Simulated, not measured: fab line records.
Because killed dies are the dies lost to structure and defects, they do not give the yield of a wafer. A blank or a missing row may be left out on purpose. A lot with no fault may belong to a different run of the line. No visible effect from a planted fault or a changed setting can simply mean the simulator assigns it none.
The tool behind it: which one? | flow berkeleyCmos170 | 39 wafers from 13 lots sampled at 2 of the route's 331 steps

== WHAT THE GAUGES SHOWED, per wafer ==
UCB170_NLDD_CD_MEAS_06: target cd 1200 nm. Usual: cdNm at 1200.0 nm, with a standard deviation of 1.5.
lot  | measured     | on       | cdNm (nm)                           | flag
L192 | day 6 19:43  | cdSem-02 | 1199.6 1199.2 1200.6                | 
L195 | day 7 01:38  | cdSem-01 | 961.3 960.3 959.9 961.7 960.5 959.6 | OFF
L194 | day 7 02:24  | cdSem-01 | 1198.3 1198.8 1199.9                | 
L196 | day 7 14:24  | cdSem-01 | 1200.4 1200.7 1201.5                | 
L204 | day 9 06:14  | cdSem-02 | 1198.1 1198.6 1196.6                | 
L205 | day 9 09:20  | cdSem-02 | 1200.9 1200.0 1200.8                | 
L207 | day 9 23:08  | cdSem-02 | 1201.5 1200.0 1200.7                | 
L206 | day 9 23:11  | cdSem-01 | 1203.0 1202.2 1201.9                | 
L209 | day 10 13:10 | cdSem-02 | 1198.1 1198.8 1199.0                | 
L214 | day 11 00:40 | cdSem-02 | 1199.2 1198.5 1200.3                | 
L212 | day 11 00:59 | cdSem-01 | 1200.8 1200.1 1199.9                | 
L213 | day 11 01:22 | cdSem-02 | 1198.6 1198.5 1198.8                | 
L215 | day 11 06:44 | cdSem-01 | 1200.2 1200.0 1200.2                | 

== WHICH TOOL RAN EACH LOT (tool, then ch and the chambers of the sampled wafers, then the start) ==
lot  | UCB170_NLDD_EXPOSE_03
L192 | krfScanner-01 ch 0, day 6 19:17
L195 | krfScanner-02 ch 0, day 7 01:14
L194 | krfScanner-02 ch 0, day 7 02:01
L196 | krfScanner-02 ch 0, day 7 13:52
L204 | krfScanner-01 ch 0, day 9 05:51
L205 | krfScanner-02 ch 0, day 9 08:56
L207 | krfScanner-01 ch 0, day 9 22:32
L206 | krfScanner-01 ch 0, day 9 22:41
L209 | krfScanner-01 ch 0, day 10 12:46
L214 | krfScanner-01 ch 0, day 11 00:16
L212 | krfScanner-02 ch 0, day 11 00:35
L213 | krfScanner-01 ch 0, day 11 00:49
L215 | krfScanner-01 ch 0, day 11 05:53
- UCB170_NLDD_EXPOSE_03: exposes mask NSELECT, target cd 1200 nm.

== AS READ BY THE TOOLS THEMSELVES (means over the sampled wafers that have a number; for cases with no such wafer, the mark the record gives instead) ==
The record holds no such reading with a usual standard deviation.

== THE ANSWER, worked out from the rows above alone ==
Rule: take the mean of a lot's wafers that have a number; if it is more than 3 standard deviations from the usual mean, the lot is off. Also off: a lot with no number at a reading for which 4 or more lots have one. Any other lot the step has rows for is counted as sound. Order of review: gauges by route order, followed by the tools' own readings, for which a lot's mean as printed above is used. At the first step where some lot is off, the reading lying furthest off is the one used; lots without a number count as furthest.
Off, at UCB170_NLDD_CD_MEAS_06 on cdNm: L195.
If a tool, at a process step before that reading, ran all the lots that are off and no sound lot after the first of them, it fits. The gauges at UCB170_NLDD_CD_MEAS_06 are tried like those tools. None of those tried fits.

== WHAT WAS PUT IN BY THE SIMULATOR ==
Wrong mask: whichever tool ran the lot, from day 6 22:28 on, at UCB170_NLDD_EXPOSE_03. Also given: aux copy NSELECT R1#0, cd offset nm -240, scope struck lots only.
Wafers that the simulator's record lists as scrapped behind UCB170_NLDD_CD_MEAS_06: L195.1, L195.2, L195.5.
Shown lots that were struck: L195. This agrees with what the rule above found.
